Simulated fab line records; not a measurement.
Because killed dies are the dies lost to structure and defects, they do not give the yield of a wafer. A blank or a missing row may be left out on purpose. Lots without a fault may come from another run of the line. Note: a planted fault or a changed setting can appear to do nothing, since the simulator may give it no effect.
Which of the tools did it?	flow berkeleyCmos170	13 lots with 39 wafers sampled at 4 steps, on a route of 331 steps

WHAT THE GAUGES SHOWED, per wafer
UCB170_NWELL_OVL_MEAS_12.
lot	measured	on	NWELL_OVL (nm)
L884	day 2 05:17	overlay-01	-7 4 5
L887	day 3 01:15	overlay-02	-1 0 1
L888	day 3 01:32	overlay-01	2 3 10
L889	day 3 09:05	overlay-01	-1 -3 -3
L891	day 3 16:38	overlay-01	-2 6 8
L892	day 3 22:47	overlay-02	-2 -3 -2
L893	day 4 04:32	overlay-02	4 8 1
L894	day 4 13:29	overlay-02	2 -1 -2
L901	day 5 18:43	overlay-01	-8 -10 -12
L903	day 6 04:31	overlay-01	0 -5 -4
L902	day 6 04:47	overlay-01	-3 -3 -1
L905	day 6 16:14	overlay-02	1 -3 2
L907	day 7 03:50	overlay-01	-3 -1 -12

UCB170_PWELL_THK_MEAS_03.
lot	measured	on	PWELL_OXIDE_THK (nm)
L884	day 2 17:05	filmMetro-01	26.5 26.2 26.3
L887	day 3 09:39	filmMetro-04	25.9 26.1 26.3
L888	day 3 09:36	filmMetro-04	25.8 25.6 26.1
L889	day 3 20:25	filmMetro-01	26.9 26.7 26.5
L891	day 4 02:00	filmMetro-04	26.4 26.7 27.0
L892	day 4 07:40	filmMetro-01	25.6 25.9 25.8
L893	day 4 14:20	filmMetro-04	25.7 25.9 25.6
L894	day 4 22:35	filmMetro-02	25.8 26.2 26.2
L901	day 6 05:32	filmMetro-01	26.4 26.4 26.8
L903	day 6 18:05	filmMetro-01	25.8 26.2 26.2
L902	day 6 18:09	filmMetro-04	26.1 26.1 25.9
L905	day 7 04:13	filmMetro-02	26.2 26.6 26.6
L907	day 7 12:44	filmMetro-04	25.3 25.3 25.9

UCB170_ACTIVE_THK_MEAS_03.
lot	measured	on	ACTIVE_OXIDE_THK (nm)
L884	day 4 00:58	filmMetro-02	26.1 26.1 26.1
L887	day 4 12:42	filmMetro-02	26.1 26.5 26.3
L888	day 4 12:43	filmMetro-03	27.0 27.1 27.2
L889	day 4 20:26	filmMetro-03	25.8 25.8 25.5
L891	day 5 07:32	filmMetro-03	26.6 26.5 26.1
L892	day 5 15:47	filmMetro-02	26.3 25.8 26.4
L893	day 5 23:45	filmMetro-03	26.4 26.2 26.1
L894	day 6 06:53	filmMetro-03	26.6 25.6 26.3
L901	day 7 13:50	filmMetro-04	25.9 25.7 25.7
L903	day 8 04:49	filmMetro-02	26.5 26.7 26.9
L902	day 8 04:46	filmMetro-03	27.1 26.8 26.5
L905	day 8 04:46	filmMetro-02	26.8 26.5 26.9
L907	day 8 15:37	filmMetro-03	25.9 26.1 26.0

TOOL THAT RAN EACH LOT (tool first, then ch and the chambers of the sampled wafers, then the start)
lot	UCB170_NWELL_EXPOSE_09
L884	krfScanner-02 ch 0, day 2 04:42
L887	krfScanner-02 ch 0, day 3 00:52
L888	krfScanner-01 ch 0, day 3 01:08
L889	krfScanner-02 ch 0, day 3 08:11
L891	krfScanner-02 ch 0, day 3 15:57
L892	krfScanner-02 ch 0, day 3 21:37
L893	krfScanner-02 ch 0, day 4 04:10
L894	krfScanner-02 ch 0, day 4 13:06
L901	krfScanner-01 ch 0, day 5 18:19
L903	krfScanner-02 ch 0, day 6 04:06
L902	krfScanner-02 ch 0, day 6 04:15
L905	krfScanner-01 ch 0, day 6 15:41
L907	krfScanner-02 ch 0, day 7 03:07
- UCB170_NWELL_EXPOSE_09: exposes mask NWELL, target cd 3000 nm.

WHAT THE TOOLS THEMSELVES READ (means of the sampled wafers that have a number; where no wafer has one, the mark that the record gives instead)
The record holds no such reading with a usual standard deviation.

THE ANSWER, worked out from the rows above alone
Rule: usual is defined by the lots themselves. Put in order of their means at a reading, lots are off if they are a third of the lots or fewer, leave a main group of 4 or more, and stand apart from it by a gap of 3 or more times the standard deviation of the main group's means; of several such gaps the widest counts. If all means in a main group match to the digits the tables above print for the reading, that group is not used. Also off: a lot with no number at a reading for which 4 or more lots have one. All remaining lots with rows at the step are treated as sound. First the gauges in route order, then the tools' own readings, where a lot's mean is used as printed above. The first step at which some lot is off is used, and at that step the reading that is off furthest; a lot without a number counts as furthest.
Across all readings shown, no lot is off: no conclusion can be drawn from this.

WHAT THE SIMULATOR PUT IN
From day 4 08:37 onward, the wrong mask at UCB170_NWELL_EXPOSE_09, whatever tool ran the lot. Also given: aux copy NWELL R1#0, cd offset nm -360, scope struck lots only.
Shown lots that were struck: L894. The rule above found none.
